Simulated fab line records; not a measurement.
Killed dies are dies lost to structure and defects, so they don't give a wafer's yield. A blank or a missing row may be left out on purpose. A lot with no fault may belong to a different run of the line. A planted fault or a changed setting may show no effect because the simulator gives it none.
Struck lot and sound lot, side by side	flow berkeley_cmos170	18 out of 331 route steps
Sound: wafers L367.3, L367.4, L367.5. Struck: wafer L376.3 (left out: L376.4, L376.5 of the same lot, which were not struck); the cause appears at the end.
For every step that has rows: the tool of each side, followed by ch and its chambers, followed by its first start. Under that, the readings that differ: sound wafers	struck wafers	difference of the means	sigmas: that difference in standard deviations of wafers without a fault.
alike: a reading whose means differ by less than 2 such deviations, as well as words and numbers matching on both sides. not compared: withheld readings; readings where some wafer has no value; bounds like >300 that might hide an equal value; numbers whose values overlap and for which the record gives no deviation.
Wherever a step has rows on one side only, a row that says differs or no value, or a row with sigmas, the two part there. Numbers that don't overlap but have no deviation are shown without sigmas and don't part them. A reading missing from all wafers of one side parts the sides only when that side holds two or more wafers.

first, 5 steps without rows for these wafers: UCB170_NLDD_COAT_01 (resist thk 900 nm); UCB170_NLDD_SOFTBAKE_02 (time 60 s); UCB170_NLDD_EXPOSE_03 (exposes mask NSELECT, target cd 1200 nm); UCB170_NLDD_PEB_04; UCB170_NLDD_DEVELOP_05 (develop time 45 s).
UCB170_NLDD_CD_MEAS_06: target cd 1200 nm.
  sound: cd_sem-02 at day 7 23:36; struck: cd_sem-02 at day 10 02:38
  alike: cd_nm
UCB170_NLDD_OVL_MEAS_07:
  sound: overlay-01 at day 7 23:41; struck: overlay-02 at day 10 02:43
  alike: NLDD_OVL
then, 2 steps without rows for these wafers: UCB170_NLDD_IMPLANT_08; UCB170_NLDD_IMPLANT_09.
UCB170_NLDD_STRIP_10: strips in O2.
  sound on plasma_asher-03 ch 0,1, day 8 00:21; struck on plasma_asher-04 ch 0, day 10 03:05
  alike: drypump_motor_current_A, o2_flow_sccm, oes_product_au, strip_time_to_endpoint_s
  not compared: rf_hours_counter_h
UCB170_NLDD_TW_MEAS_11:
  sound: film_metro-04 at day 8 00:26; struck: film_metro-03 at day 10 03:10
reading	sound	struck	difference	sigmas
NLDD_TW	2251 2237 2243	2182	-62	-2
then, 1 step without rows for these wafers: UCB170_NLDD_CLEAN_12 (cleans in SPM, time 600 s).
UCB170_SPACER_CVD_00: deposits SiO2 from TEOS/O2, target thk 376 nm, time 47 s.
  sound on pecvd-04 ch 0,1,2, day 8 00:46; struck on pecvd-02 ch 1, day 10 03:24
reading	sound	struck	difference	sigmas
rf_fwd_power_W (W)	545.7 544.9 546.5	478.0	-67.7	-27
model.SiO2_of_SPACER_CVD_00.thk_nm (nm)	371.6 375.9 377.9	366	-9	
  alike: heater_power_w
UCB170_SPACER_THK_MEAS_01:
  sound: film_metro-04 at day 8 00:50; struck: film_metro-02 at day 10 03:28
  alike: SPACER_TEOS_THK
then, 1 step without rows for these wafers: UCB170_SPACER_ANNEAL_02 (time 1800 s).
UCB170_SPACER_ETCHBACK_03: etches SiO2 in CHF3/CF4/Ar, stops on Si, target depth 376 nm, time 100 s.
  sound on rie_diel-01 ch 2,3, day 8 07:16; struck on rie_diel-02 ch 2, day 10 08:37
reading	sound	struck	difference	sigmas
model.etch.depth_nm (nm)	371.6 375.9 377.9	366	-9	
  alike: CHF3_flow_sccm, drypump_motor_current_A, oes_product_au, rf_fwd_power_W, throttle_valve_pct
  not compared: rf_hours_counter_h
then, 1 step without rows for these wafers: UCB170_PSD_HMDS_00 (prime time 60 s).
UCB170_M3_PROBE_99:
  the record holds rows for the sound wafers here (prober-02, day 9 09:45) but none for the struck ones

## WHERE THEY PART
Last at UCB170_M3_PROBE_99 as far as this record goes, first at UCB170_NLDD_TW_MEAS_11.

WHY: the cause the simulator had injected
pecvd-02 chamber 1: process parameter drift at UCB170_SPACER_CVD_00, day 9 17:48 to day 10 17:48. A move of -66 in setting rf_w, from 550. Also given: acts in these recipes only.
